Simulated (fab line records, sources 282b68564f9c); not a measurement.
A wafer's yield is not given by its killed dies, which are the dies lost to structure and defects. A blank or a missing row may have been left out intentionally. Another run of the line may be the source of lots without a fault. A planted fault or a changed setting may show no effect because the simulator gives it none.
fab line records || flow rit_cmos
record {"lots": 11, "wafers": 33, "last_day": 7}
route steps=202 shown GATE@93 PLDD@159 CONTACT@176 M1@202
lots untouched by any fault: they come from a run of this same line in which no faults occurred
start_h: start of the lot's first displayed wafer, in hours after the record's first day || wait_h: hours since the lot's step before || " same as the row above || L1.1+2: one row covering several wafers at once || - no value present, or no start provided || * or withheld: withheld || < > ~ a bound
route shown NAME@n: NAME is a module with steps in the file, n the number in the route of the first one || usual: mean and standard deviation over wafers with no fault || same: alike in all rows || chamber/n: place in a boat || sites: readings site by site || _std_site: the standard deviation of these || _edge_site: inner sites' mean taken away from outer sites' mean || radius_mm: how far each site lies from the wafer's centre || mask NAME#n: copy n || behind: the tool/chamber that last shaped the wafer || hold: why the lot went on hold/how many hours it stayed there/how the hold came to an end || device: transistor that didn't switch, given as n, p or np || end of line: the same wafers' tests at the end of the route || where a step has no rows: the recipe by itself || killed: at the first sort, the dies lost to defects and structure; wafer yield is something else || map: a wafer's dies, marking killed ones x, the rest . and places with no die _
set.NAME: setting as actually run; set.NAME@STEP: the setting as run at that earlier step || model.NAME: the simulator's own value behind a step, which no gauge read
the route's steps for a sample of lots (tables are steps, rows are wafers)
services: the hour from which a tool's chamber was out of use, counted from the record's first day as start_h (under 0 if before that day), plus the number of hours and why
## steps
# step RIT_GATE_OVL_MEAS_17
# usual {"GATE_OVL": "0.9/1.4"}
{"lot.wafer": "L898.3", "tool": "overlay-02", "chamber": "-", "start_h": 36.59, "wait_h": 0.1, "GATE_OVL[nm]": 0.4}
{"lot.wafer": "L898.4", "tool": "overlay-02", "chamber": "-", "start_h": 36.59, "wait_h": 0.1, "GATE_OVL[nm]": -1.2}
{"lot.wafer": "L898.5", "tool": "overlay-02", "chamber": "-", "start_h": 36.59, "wait_h": 0.1, "GATE_OVL[nm]": 1.3}
{"lot.wafer": "L899.3", "tool": "overlay-01", "chamber": "-", "start_h": 41.46, "wait_h": 0.1, "GATE_OVL[nm]": 1.3}
{"lot.wafer": "L899.4", "tool": "overlay-01", "chamber": "-", "start_h": 41.46, "wait_h": 0.1, "GATE_OVL[nm]": 2.9}
{"lot.wafer": "L899.6", "tool": "overlay-01", "chamber": "-", "start_h": 41.46, "wait_h": 0.1, "GATE_OVL[nm]": 1.3}
{"lot.wafer": "L900.1", "tool": "overlay-02", "chamber": "-", "start_h": 46.27, "wait_h": 0.1, "GATE_OVL[nm]": -0.5}
{"lot.wafer": "L900.2", "tool": "overlay-02", "chamber": "-", "start_h": 46.27, "wait_h": 0.1, "GATE_OVL[nm]": 0.8}
{"lot.wafer": "L900.6", "tool": "overlay-02", "chamber": "-", "start_h": 46.27, "wait_h": 0.1, "GATE_OVL[nm]": -0.9}
{"lot.wafer": "L901.1", "tool": "overlay-01", "chamber": "-", "start_h": 51.88, "wait_h": 0.1, "GATE_OVL[nm]": 1.0}
{"lot.wafer": "L901.3", "tool": "overlay-01", "chamber": "-", "start_h": 51.88, "wait_h": 0.1, "GATE_OVL[nm]": 0.5}
{"lot.wafer": "L901.5", "tool": "overlay-01", "chamber": "-", "start_h": 51.88, "wait_h": 0.1, "GATE_OVL[nm]": 1.5}
{"lot.wafer": "L902.2", "tool": "overlay-01", "chamber": "-", "start_h": 58.17, "wait_h": 0.1, "GATE_OVL[nm]": -0.2}
{"lot.wafer": "L902.4", "tool": "overlay-01", "chamber": "-", "start_h": 58.17, "wait_h": 0.1, "GATE_OVL[nm]": 0.4}
{"lot.wafer": "L902.5", "tool": "overlay-01", "chamber": "-", "start_h": 58.17, "wait_h": 0.1, "GATE_OVL[nm]": 1.0}
{"lot.wafer": "L903.1", "tool": "overlay-02", "chamber": "-", "start_h": 61.70, "wait_h": 0.1, "GATE_OVL[nm]": -1.0}
{"lot.wafer": "L903.2", "tool": "overlay-02", "chamber": "-", "start_h": 61.70, "wait_h": 0.1, "GATE_OVL[nm]": -0.6}
{"lot.wafer": "L903.6", "tool": "overlay-02", "chamber": "-", "start_h": 61.70, "wait_h": 0.1, "GATE_OVL[nm]": 1.5}
{"lot.wafer": "L904.3", "tool": "overlay-02", "chamber": "-", "start_h": 66.00, "wait_h": 0.1, "GATE_OVL[nm]": 2.4}
{"lot.wafer": "L904.4", "tool": "overlay-02", "chamber": "-", "start_h": 66.00, "wait_h": 0.1, "GATE_OVL[nm]": 1.8}
{"lot.wafer": "L904.6", "tool": "overlay-02", "chamber": "-", "start_h": 66.00, "wait_h": 0.1, "GATE_OVL[nm]": 1.1}
{"lot.wafer": "L905.1", "tool": "overlay-02", "chamber": "-", "start_h": 71.43, "wait_h": 0.1, "GATE_OVL[nm]": 3.0}
{"lot.wafer": "L905.5", "tool": "overlay-02", "chamber": "-", "start_h": 71.43, "wait_h": 0.1, "GATE_OVL[nm]": -0.2}
{"lot.wafer": "L905.6", "tool": "overlay-02", "chamber": "-", "start_h": 71.43, "wait_h": 0.1, "GATE_OVL[nm]": 0.9}
{"lot.wafer": "L911.1", "tool": "overlay-02", "chamber": "-", "start_h": 101.74, "wait_h": 0.1, "GATE_OVL[nm]": 1.7}
{"lot.wafer": "L911.2", "tool": "overlay-02", "chamber": "-", "start_h": 101.74, "wait_h": 0.1, "GATE_OVL[nm]": 1.1}
{"lot.wafer": "L911.6", "tool": "overlay-02", "chamber": "-", "start_h": 101.74, "wait_h": 0.1, "GATE_OVL[nm]": 1.0}
{"lot.wafer": "L918.2", "tool": "overlay-02", "chamber": "-", "start_h": 136.17, "wait_h": 0.1, "GATE_OVL[nm]": 4.7}
{"lot.wafer": "L918.3", "tool": "overlay-02", "chamber": "-", "start_h": 136.17, "wait_h": 0.1, "GATE_OVL[nm]": 2.7}
{"lot.wafer": "L918.4", "tool": "overlay-02", "chamber": "-", "start_h": 136.17, "wait_h": 0.1, "GATE_OVL[nm]": 1.6}
{"lot.wafer": "L920.4", "tool": "overlay-02", "chamber": "-", "start_h": 146.53, "wait_h": 0.1, "GATE_OVL[nm]": 0.6}
{"lot.wafer": "L920.5", "tool": "overlay-02", "chamber": "-", "start_h": 146.53, "wait_h": 0.1, "GATE_OVL[nm]": 0.9}
{"lot.wafer": "L920.6", "tool": "overlay-02", "chamber": "-", "start_h": 146.53, "wait_h": 0.1, "GATE_OVL[nm]": -0.2}
# step RIT_GATE_ETCH_19
# recipe {"chemistry": "SF6/CHF3/O2", "time_s": 165, "SF6_flow_sccm": 30, "CHF3_flow_sccm": 30, "O2_flow_sccm": 5, "target": "poly-Si", "pressure_mtorr": 40, "rf_w": 160, "target_depth_a": 3125, "over_etch_frac": 0.25, "stop_on": "SiO2"}
# usual {"drypump_motor_current_A": "5.6/0.44", "oes_product_au": "0.852/0.014", "run_length_s": "193.3/0.36", "throttle_valve_pct": "10.12/0.16"}
{"lot.wafer": "L898.3", "tool": "rie_si-02", "chamber": 3, "start_h": 36.82, "wait_h": 0.1, "drypump_motor_current_A": 5.8, "oes_product_au": 0.831, "rf_hours_counter_h": 19, "run_length_s": 193.8, "throttle_valve_pct": 9.92}
{"lot.wafer": "L898.4", "tool": "rie_si-02", "chamber": 1, "start_h": 36.82, "wait_h": 0.1, "drypump_motor_current_A": 5.1, "oes_product_au": 0.841, "rf_hours_counter_h": 1, "run_length_s": 192.7, "throttle_valve_pct": 10.20}
{"lot.wafer": "L898.5", "tool": "rie_si-02", "chamber": 2, "start_h": 36.82, "wait_h": 0.1, "drypump_motor_current_A": 6.3, "oes_product_au": 0.865, "rf_hours_counter_h": "-", "run_length_s": 193.0, "throttle_valve_pct": 10.12}
{"lot.wafer": "L899.3", "tool": "rie_si-01", "chamber": 0, "start_h": 41.63, "wait_h": 0.1, "drypump_motor_current_A": 5.9, "oes_product_au": 0.854, "rf_hours_counter_h": 115, "run_length_s": 193.3, "throttle_valve_pct": 10.43}
{"lot.wafer": "L899.4", "tool": "rie_si-01", "chamber": 3, "start_h": 41.63, "wait_h": 0.1, "drypump_motor_current_A": 5.3, "oes_product_au": 0.846, "rf_hours_counter_h": 18, "run_length_s": 193.5, "throttle_valve_pct": 10.09}
{"lot.wafer": "L899.6", "tool": "rie_si-01", "chamber": 0, "start_h": 41.63, "wait_h": 0.1, "drypump_motor_current_A": 5.8, "oes_product_au": 0.854, "rf_hours_counter_h": "-", "run_length_s": 193.1, "throttle_valve_pct": 10.44}
{"lot.wafer": "L900.1", "tool": "rie_si-02", "chamber": 3, "start_h": 46.46, "wait_h": 0.1, "drypump_motor_current_A": 5.8, "oes_product_au": 0.844, "rf_hours_counter_h": 20, "run_length_s": 193.5, "throttle_valve_pct": 9.95}
{"lot.wafer": "L900.2", "tool": "rie_si-02", "chamber": 1, "start_h": 46.46, "wait_h": 0.1, "drypump_motor_current_A": 5.0, "oes_product_au": 0.837, "rf_hours_counter_h": 1, "run_length_s": 193.1, "throttle_valve_pct": 10.18}
{"lot.wafer": "L900.6", "tool": "rie_si-02", "chamber": 1, "start_h": 46.46, "wait_h": 0.1, "drypump_motor_current_A": 5.0, "oes_product_au": 0.845, "rf_hours_counter_h": "-", "run_length_s": 192.8, "throttle_valve_pct": 10.20}
{"lot.wafer": "L901.1", "tool": "rie_si-01", "chamber": 0, "start_h": 52.06, "wait_h": 0.1, "drypump_motor_current_A": 5.9, "oes_product_au": 0.869, "rf_hours_counter_h": 115, "run_length_s": 192.9, "throttle_valve_pct": 10.42}
{"lot.wafer": "L901.3", "tool": "rie_si-01", "chamber": 1, "start_h": 52.06, "wait_h": 0.1, "drypump_motor_current_A": 5.8, "oes_product_au": 0.849, "rf_hours_counter_h": 28, "run_length_s": 193.1, "throttle_valve_pct": 9.98}
{"lot.wafer": "L901.5", "tool": "rie_si-01", "chamber": 1, "start_h": 52.06, "wait_h": 0.1, "drypump_motor_current_A": 5.8, "oes_product_au": 0.850, "rf_hours_counter_h": "-", "run_length_s": 193.0, "throttle_valve_pct": 9.98}
{"lot.wafer": "L902.2", "tool": "rie_si-02", "chamber": 3, "start_h": 58.35, "wait_h": 0.1, "drypump_motor_current_A": 5.8, "oes_product_au": 0.833, "rf_hours_counter_h": 20, "run_length_s": 193.9, "throttle_valve_pct": 9.93}
{"lot.wafer": "L902.4", "tool": "rie_si-02", "chamber": 1, "start_h": 58.35, "wait_h": 0.1, "drypump_motor_current_A": 5.1, "oes_product_au": 0.840, "rf_hours_counter_h": 1, "run_length_s": 193.5, "throttle_valve_pct": 10.20}
{"lot.wafer": "L902.5", "tool": "rie_si-02", "chamber": 1, "start_h": 58.35, "wait_h": 0.1, "drypump_motor_current_A": 5.1, "oes_product_au": 0.845, "rf_hours_counter_h": "-", "run_length_s": 192.6, "throttle_valve_pct": 10.20}
{"lot.wafer": "L903.1", "tool": "rie_si-01", "chamber": 0, "start_h": 61.88, "wait_h": 0.1, "drypump_motor_current_A": 5.8, "oes_product_au": 0.854, "rf_hours_counter_h": 115, "run_length_s": 192.9, "throttle_valve_pct": 10.44}
{"lot.wafer": "L903.2", "tool": "rie_si-01", "chamber": 1, "start_h": 61.88, "wait_h": 0.1, "drypump_motor_current_A": 5.8, "oes_product_au": 0.836, "rf_hours_counter_h": 28, "run_length_s": 192.9, "throttle_valve_pct": 9.99}
{"lot.wafer": "L903.6", "tool": "rie_si-01", "chamber": 0, "start_h": 61.88, "wait_h": 0.1, "drypump_motor_current_A": 5.9, "oes_product_au": 0.861, "rf_hours_counter_h": "-", "run_length_s": 193.0, "throttle_valve_pct": 10.43}
{"lot.wafer": "L904.3", "tool": "rie_si-02", "chamber": 2, "start_h": 66.17, "wait_h": 0.1, "drypump_motor_current_A": 6.3, "oes_product_au": 0.864, "rf_hours_counter_h": 123, "run_length_s": 193.3, "throttle_valve_pct": 10.12}
{"lot.wafer": "L904.4", "tool": "rie_si-02", "chamber": 3, "start_h": 66.17, "wait_h": 0.1, "drypump_motor_current_A": 5.8, "oes_product_au": 0.850, "rf_hours_counter_h": 20, "run_length_s": 194.2, "throttle_valve_pct": 9.94}
{"lot.wafer": "L904.6", "tool": "rie_si-02", "chamber": 1, "start_h": 66.17, "wait_h": 0.1, "drypump_motor_current_A": 5.1, "oes_product_au": 0.840, "rf_hours_counter_h": "-", "run_length_s": 192.6, "throttle_valve_pct": 10.18}
{"lot.wafer": "L905.1", "tool": "rie_si-01", "chamber": 2, "start_h": 71.61, "wait_h": 0.1, "drypump_motor_current_A": 5.3, "oes_product_au": 0.835, "rf_hours_counter_h": 88, "run_length_s": 193.2, "throttle_valve_pct": 9.94}
{"lot.wafer": "L905.5", "tool": "rie_si-01", "chamber": 3, "start_h": 71.61, "wait_h": 0.1, "drypump_motor_current_A": 5.3, "oes_product_au": 0.849, "rf_hours_counter_h": "-", "run_length_s": 193.5, "throttle_valve_pct": 10.08}
{"lot.wafer": "L905.6", "tool": "rie_si-01", "chamber": 0, "start_h": 71.61, "wait_h": 0.1, "drypump_motor_current_A": 5.9, "oes_product_au": 0.857, "rf_hours_counter_h": "-", "run_length_s": 193.3, "throttle_valve_pct": 10.44}
{"lot.wafer": "L911.1", "tool": "rie_si-01", "chamber": 3, "start_h": 101.92, "wait_h": 0.1, "drypump_motor_current_A": 5.3, "oes_product_au": 0.860, "rf_hours_counter_h": 18, "run_length_s": 193.5, "throttle_valve_pct": 10.09}
{"lot.wafer": "L911.2", "tool": "rie_si-01", "chamber": 2, "start_h": 101.92, "wait_h": 0.1, "drypump_motor_current_A": 5.3, "oes_product_au": 0.836, "rf_hours_counter_h": 89, "run_length_s": 193.2, "throttle_valve_pct": 9.93}
{"lot.wafer": "L911.6", "tool": "rie_si-01", "chamber": 0, "start_h": 101.92, "wait_h": 0.1, "drypump_motor_current_A": 5.9, "oes_product_au": 0.728, "rf_hours_counter_h": "-", "run_length_s": 239.5, "throttle_valve_pct": 10.44}
{"lot.wafer": "L918.2", "tool": "rie_si-02", "chamber": 1, "start_h": 136.35, "wait_h": 0.1, "drypump_motor_current_A": 5.0, "oes_product_au": 0.837, "rf_hours_counter_h": 2, "run_length_s": 192.9, "throttle_valve_pct": 10.20}
{"lot.wafer": "L918.3", "tool": "rie_si-02", "chamber": 0, "start_h": 136.35, "wait_h": 0.1, "drypump_motor_current_A": 5.0, "oes_product_au": 0.869, "rf_hours_counter_h": 74, "run_length_s": 193.2, "throttle_valve_pct": 10.15}
{"lot.wafer": "L918.4", "tool": "rie_si-02", "chamber": 3, "start_h": 136.35, "wait_h": 0.1, "drypump_motor_current_A": 5.7, "oes_product_au": 0.836, "rf_hours_counter_h": 20, "run_length_s": 193.9, "throttle_valve_pct": 9.92}
{"lot.wafer": "L920.4", "tool": "rie_si-02", "chamber": 1, "start_h": 146.70, "wait_h": 0.1, "drypump_motor_current_A": 5.1, "oes_product_au": 0.853, "rf_hours_counter_h": 2, "run_length_s": 193.1, "throttle_valve_pct": 10.20}
{"lot.wafer": "L920.5", "tool": "rie_si-02", "chamber": 0, "start_h": 146.70, "wait_h": 0.1, "drypump_motor_current_A": 5.0, "oes_product_au": 0.882, "rf_hours_counter_h": "-", "run_length_s": 193.2, "throttle_valve_pct": 10.13}
{"lot.wafer": "L920.6", "tool": "rie_si-02", "chamber": 1, "start_h": 146.70, "wait_h": 0.1, "drypump_motor_current_A": 5.1, "oes_product_au": 0.845, "rf_hours_counter_h": "-", "run_length_s": 192.6, "throttle_valve_pct": 10.21}
# step RIT_SDANNEAL_RS_MEAS_06
# recipe {"thk_meas_gauge": "four-point-probe"}
# usual {"PLDD_RS": "180.5/0.51"}
{"lot.wafer": "L898.3", "tool": "film_metro-01", "chamber": "-", "start_h": 50.66, "wait_h": 0.1, "PLDD_RS[ohm/sq]": 180.2}
{"lot.wafer": "L898.4", "tool": "film_metro-01", "chamber": "-", "start_h": 50.66, "wait_h": 0.1, "PLDD_RS[ohm/sq]": 180.2}
{"lot.wafer": "L898.5", "tool": "film_metro-01", "chamber": "-", "start_h": 50.66, "wait_h": 0.1, "PLDD_RS[ohm/sq]": 180.5}
{"lot.wafer": "L899.3", "tool": "film_metro-02", "chamber": "-", "start_h": 54.91, "wait_h": 0.1, "PLDD_RS[ohm/sq]": 181.1}
{"lot.wafer": "L899.4", "tool": "film_metro-02", "chamber": "-", "start_h": 54.91, "wait_h": 0.1, "PLDD_RS[ohm/sq]": 180.8}
{"lot.wafer": "L899.6", "tool": "film_metro-02", "chamber": "-", "start_h": 54.91, "wait_h": 0.1, "PLDD_RS[ohm/sq]": 180.7}
{"lot.wafer": "L900.1", "tool": "film_metro-01", "chamber": "-", "start_h": 59.52, "wait_h": 0.1, "PLDD_RS[ohm/sq]": 181.2}
{"lot.wafer": "L900.2", "tool": "film_metro-01", "chamber": "-", "start_h": 59.52, "wait_h": 0.1, "PLDD_RS[ohm/sq]": 180.8}
{"lot.wafer": "L900.6", "tool": "film_metro-01", "chamber": "-", "start_h": 59.52, "wait_h": 0.1, "PLDD_RS[ohm/sq]": 180.4}
{"lot.wafer": "L901.1", "tool": "film_metro-02", "chamber": "-", "start_h": 64.58, "wait_h": 0.1, "PLDD_RS[ohm/sq]": 179.7}
{"lot.wafer": "L901.3", "tool": "film_metro-02", "chamber": "-", "start_h": 64.58, "wait_h": 0.1, "PLDD_RS[ohm/sq]": 180.3}
{"lot.wafer": "L901.5", "tool": "film_metro-02", "chamber": "-", "start_h": 64.58, "wait_h": 0.1, "PLDD_RS[ohm/sq]": 180.0}
{"lot.wafer": "L902.2", "tool": "film_metro-04", "chamber": "-", "start_h": 70.99, "wait_h": 0.1, "PLDD_RS[ohm/sq]": 180.8}
{"lot.wafer": "L902.4", "tool": "film_metro-04", "chamber": "-", "start_h": 70.99, "wait_h": 0.1, "PLDD_RS[ohm/sq]": 180.3}
{"lot.wafer": "L902.5", "tool": "film_metro-04", "chamber": "-", "start_h": 70.99, "wait_h": 0.1, "PLDD_RS[ohm/sq]": 180.0}
{"lot.wafer": "L903.1", "tool": "film_metro-04", "chamber": "-", "start_h": 75.45, "wait_h": 0.1, "PLDD_RS[ohm/sq]": 181.8}
{"lot.wafer": "L903.2", "tool": "film_metro-04", "chamber": "-", "start_h": 75.45, "wait_h": 0.1, "PLDD_RS[ohm/sq]": 181.5}
{"lot.wafer": "L903.6", "tool": "film_metro-04", "chamber": "-", "start_h": 75.45, "wait_h": 0.1, "PLDD_RS[ohm/sq]": 181.6}
{"lot.wafer": "L904.3", "tool": "film_metro-02", "chamber": "-", "start_h": 79.97, "wait_h": 0.1, "PLDD_RS[ohm/sq]": 180.5}
{"lot.wafer": "L904.4", "tool": "film_metro-02", "chamber": "-", "start_h": 79.97, "wait_h": 0.1, "PLDD_RS[ohm/sq]": 179.9}
{"lot.wafer": "L904.6", "tool": "film_metro-02", "chamber": "-", "start_h": 79.97, "wait_h": 0.1, "PLDD_RS[ohm/sq]": 180.4}
{"lot.wafer": "L905.1", "tool": "film_metro-01", "chamber": "-", "start_h": 84.30, "wait_h": 0.1, "PLDD_RS[ohm/sq]": 180.5}
{"lot.wafer": "L905.5", "tool": "film_metro-01", "chamber": "-", "start_h": 84.30, "wait_h": 0.1, "PLDD_RS[ohm/sq]": 180.8}
{"lot.wafer": "L905.6", "tool": "film_metro-01", "chamber": "-", "start_h": 84.30, "wait_h": 0.1, "PLDD_RS[ohm/sq]": 180.4}
{"lot.wafer": "L911.1", "tool": "film_metro-02", "chamber": "-", "start_h": 114.49, "wait_h": 0.1, "PLDD_RS[ohm/sq]": 180.9}
{"lot.wafer": "L911.2", "tool": "film_metro-02", "chamber": "-", "start_h": 114.49, "wait_h": 0.1, "PLDD_RS[ohm/sq]": 180.6}
{"lot.wafer": "L911.6", "tool": "film_metro-02", "chamber": "-", "start_h": 114.49, "wait_h": 0.1, "PLDD_RS[ohm/sq]": 180.6}
{"lot.wafer": "L918.2", "tool": "film_metro-01", "chamber": "-", "start_h": 150.09, "wait_h": 0.1, "PLDD_RS[ohm/sq]": 180.1}
{"lot.wafer": "L918.3", "tool": "film_metro-01", "chamber": "-", "start_h": 150.09, "wait_h": 0.1, "PLDD_RS[ohm/sq]": 179.8}
{"lot.wafer": "L918.4", "tool": "film_metro-01", "chamber": "-", "start_h": 150.09, "wait_h": 0.1, "PLDD_RS[ohm/sq]": 180.3}
{"lot.wafer": "L920.4", "tool": "film_metro-01", "chamber": "-", "start_h": 159.90, "wait_h": 0.1, "PLDD_RS[ohm/sq]": 180.4}
{"lot.wafer": "L920.5", "tool": "film_metro-01", "chamber": "-", "start_h": 159.90, "wait_h": 0.1, "PLDD_RS[ohm/sq]": 180.8}
{"lot.wafer": "L920.6", "tool": "film_metro-01", "chamber": "-", "start_h": 159.90, "wait_h": 0.1, "PLDD_RS[ohm/sq]": 181.1}
# step RIT_CONTACT_CD_MEAS_08
# recipe {"target_cd_nm": 1000}
# usual {"cd_nm": "1000.4/1.9"}
{"lot.wafer": "L898.3", "tool": "cd_sem-02", "chamber": "-", "start_h": 52.71, "wait_h": "-", "cd_nm": 999.4}
{"lot.wafer": "L898.4", "tool": "cd_sem-02", "chamber": "-", "start_h": 52.71, "wait_h": "-", "cd_nm": 1000.7}
{"lot.wafer": "L898.5", "tool": "cd_sem-02", "chamber": "-", "start_h": 52.71, "wait_h": "-", "cd_nm": 999.9}
{"lot.wafer": "L899.3", "tool": "cd_sem-02", "chamber": "-", "start_h": 56.83, "wait_h": "-", "cd_nm": 1001.8}
{"lot.wafer": "L899.4", "tool": "cd_sem-02", "chamber": "-", "start_h": 56.83, "wait_h": "-", "cd_nm": 1000.6}
{"lot.wafer": "L899.6", "tool": "cd_sem-02", "chamber": "-", "start_h": 56.83, "wait_h": "-", "cd_nm": 1002.5}
{"lot.wafer": "L900.1", "tool": "cd_sem-01", "chamber": "-", "start_h": 61.48, "wait_h": "-", "cd_nm": 1001.2}
{"lot.wafer": "L900.2", "tool": "cd_sem-01", "chamber": "-", "start_h": 61.48, "wait_h": "-", "cd_nm": 1002.7}
{"lot.wafer": "L900.6", "tool": "cd_sem-01", "chamber": "-", "start_h": 61.48, "wait_h": "-", "cd_nm": 1001.3}
{"lot.wafer": "L901.1", "tool": "cd_sem-01", "chamber": "-", "start_h": 66.54, "wait_h": "-", "cd_nm": 999.8}
{"lot.wafer": "L901.3", "tool": "cd_sem-01", "chamber": "-", "start_h": 66.54, "wait_h": "-", "cd_nm": 1000.4}
{"lot.wafer": "L901.5", "tool": "cd_sem-01", "chamber": "-", "start_h": 66.54, "wait_h": "-", "cd_nm": 998.2}
{"lot.wafer": "L902.2", "tool": "cd_sem-01", "chamber": "-", "start_h": 72.95, "wait_h": "-", "cd_nm": 1001.3}
{"lot.wafer": "L902.4", "tool": "cd_sem-01", "chamber": "-", "start_h": 72.95, "wait_h": "-", "cd_nm": 1000.6}
{"lot.wafer": "L902.5", "tool": "cd_sem-01", "chamber": "-", "start_h": 72.95, "wait_h": "-", "cd_nm": 1002.9}
{"lot.wafer": "L903.1", "tool": "cd_sem-01", "chamber": "-", "start_h": 77.30, "wait_h": "-", "cd_nm": 1002.9}
{"lot.wafer": "L903.2", "tool": "cd_sem-01", "chamber": "-", "start_h": 77.30, "wait_h": "-", "cd_nm": 1003.8}
{"lot.wafer": "L903.6", "tool": "cd_sem-01", "chamber": "-", "start_h": 77.30, "wait_h": "-", "cd_nm": 1003.5}
{"lot.wafer": "L904.3", "tool": "cd_sem-01", "chamber": "-", "start_h": 81.81, "wait_h": "-", "cd_nm": 1001.3}
{"lot.wafer": "L904.4", "tool": "cd_sem-01", "chamber": "-", "start_h": 81.81, "wait_h": "-", "cd_nm": 999.5}
{"lot.wafer": "L904.6", "tool": "cd_sem-01", "chamber": "-", "start_h": 81.81, "wait_h": "-", "cd_nm": 1000.7}
{"lot.wafer": "L905.1", "tool": "cd_sem-02", "chamber": "-", "start_h": 86.14, "wait_h": "-", "cd_nm": 997.8}
{"lot.wafer": "L905.5", "tool": "cd_sem-02", "chamber": "-", "start_h": 86.14, "wait_h": "-", "cd_nm": 1000.5}
{"lot.wafer": "L905.6", "tool": "cd_sem-02", "chamber": "-", "start_h": 86.14, "wait_h": "-", "cd_nm": 998.5}
{"lot.wafer": "L911.1", "tool": "cd_sem-02", "chamber": "-", "start_h": 116.33, "wait_h": "-", "cd_nm": 1001.1}
{"lot.wafer": "L911.2", "tool": "cd_sem-02", "chamber": "-", "start_h": 116.33, "wait_h": "-", "cd_nm": 1002.9}
{"lot.wafer": "L911.6", "tool": "cd_sem-02", "chamber": "-", "start_h": 116.33, "wait_h": "-", "cd_nm": 1004.4}
{"lot.wafer": "L918.2", "tool": "cd_sem-02", "chamber": "-", "start_h": 151.94, "wait_h": "-", "cd_nm": 998.5}
{"lot.wafer": "L918.3", "tool": "cd_sem-02", "chamber": "-", "start_h": 151.94, "wait_h": "-", "cd_nm": 998.7}
{"lot.wafer": "L918.4", "tool": "cd_sem-02", "chamber": "-", "start_h": 151.94, "wait_h": "-", "cd_nm": 999.9}
{"lot.wafer": "L920.4", "tool": "cd_sem-01", "chamber": "-", "start_h": 161.73, "wait_h": "-", "cd_nm": 1000.0}
{"lot.wafer": "L920.5", "tool": "cd_sem-01", "chamber": "-", "start_h": 161.73, "wait_h": "-", "cd_nm": 998.6}
{"lot.wafer": "L920.6", "tool": "cd_sem-01", "chamber": "-", "start_h": 161.73, "wait_h": "-", "cd_nm": 1001.1}
# step RIT_M1_PROBE_99
# usual {"killed_at_contacts": "0.1/0.35", "killed_at_front_end": "6.6/2.7", "killed_dies": "6.7/2.8", "killed_open": "3.4/2.1", "killed_short": "3.3/1.8"}
# same {"gross_dies": 264, "killed_at_M0_to_M3": 0, "killed_at_M4_up": 0, "killed_at_back_side": 0, "killed_at_other": 0}
{"lot.wafer": "L898.3", "tool": "prober-02", "chamber": "-", "start_h": 58.07, "wait_h": 0.2, "killed_at_contacts": 0, "killed_at_front_end": 6, "killed_dies": 6, "killed_open": 3, "killed_short": 3}
{"lot.wafer": "L898.4", "tool": "prober-02", "chamber": "-", "start_h": 58.12, "wait_h": 0.2, "killed_at_contacts": 0, "killed_at_front_end": 6, "killed_dies": 6, "killed_open": 3, "killed_short": 3}
{"lot.wafer": "L898.5", "tool": "prober-02", "chamber": "-", "start_h": 58.17, "wait_h": 0.2, "killed_at_contacts": 0, "killed_at_front_end": 7, "killed_dies": 7, "killed_open": 5, "killed_short": 2}
{"lot.wafer": "L900.1", "tool": "prober-02", "chamber": "-", "start_h": 66.64, "wait_h": 0.1, "killed_at_contacts": 0, "killed_at_front_end": 4, "killed_dies": 4, "killed_open": 1, "killed_short": 3}
{"lot.wafer": "L900.2", "tool": "prober-02", "chamber": "-", "start_h": 66.69, "wait_h": 0.1, "killed_at_contacts": 0, "killed_at_front_end": 8, "killed_dies": 8, "killed_open": 1, "killed_short": 7}
{"lot.wafer": "L900.6", "tool": "prober-02", "chamber": "-", "start_h": 66.89, "wait_h": 0.2, "killed_at_contacts": 0, "killed_at_front_end": 5, "killed_dies": 5, "killed_open": 1, "killed_short": 4}
# killed by level:class
L898.3 GATE:geometric_particle:short=2 FOX1:geometric_particle:open=1 GATE:geometric_particle:open=1 SILICIDE:geometric_particle:short=1 SILICIDE:geometric_particle:open=1
L898.4 GATE:geometric_particle:open=2 REOX:geometric_particle:short=2 SPACER:geometric_particle:open=1 SILICIDE:geometric_particle:short=1
L898.5 GATE:geometric_particle:open=3 FOX1:geometric_particle:open=1 GATE:geometric_particle:short=1 REOX:geometric_particle:open=1 SPACER:geometric_particle:short=1
L900.1 FOX1:geometric_particle:short=1 GATE:geometric_particle:open=1 REOX:geometric_particle:short=1 SILICIDE:geometric_particle:short=1
L900.2 REOX:geometric_particle:short=4 FOX1:geometric_particle:short=2 GATE:geometric_particle:short=1 GATE:geometric_particle:open=1
L900.6 FOX1:geometric_particle:short=2 GATE:geometric_particle:short=1 GATE:geometric_particle:open=1 SPACER:geometric_particle:short=1
## services
{"tool": "rie_si-02", "chamber": "-", "start_h": 110.61, "hours": 0.2, "kind": "repair"}
{"tool": "rie_si-02", "chamber": 1, "start_h": 118.40, "hours": 5.4, "kind": "repair"}
{"tool": "rie_si-01", "chamber": 3, "start_h": 130.10, "hours": 6.5, "kind": "repair"}
{"tool": "rie_si-01", "chamber": 3, "start_h": 140.70, "hours": 2.2, "kind": "repair"}
## key
first_sign {"step": "RIT_GATE_ETCH_19", "reading": "run_length_s", "direction": "up", "sigmas": "99+", "usual": "*", "struck": "*"}
effect {"step": "RIT_GATE_ETCH_19", "reading": "oes_product_au", "direction": "down", "sigmas": 8.7, "usual": 0.852, "struck": 0.728}
met_at RIT_GATE_ETCH_19
struck_lots L911
struck_wafers L911.6
tester_left_out L911
not_acting_at RIT_GATE_OVL_MEAS_17,RIT_SDANNEAL_RS_MEAS_06,RIT_CONTACT_CD_MEAS_08
onset_between 71.61 101.92
fault {"kind": "process_parameter_drift", "tool": "rie_si-01", "chamber": 0, "onset_h": 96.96, "steps": "RIT_GATE_ETCH_19", "channel": "time_s", "offset": "*", "shape": "step", "end_h": 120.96, "stated": "*"}
# tester_left_out: of these lots the tester's yield and bins aren't shown, on N5 and GAA mostly nor the transistor test; their killed dies are dies lost to structure and defects alone, not to doping, threshold or leakage, so they don't give the yield
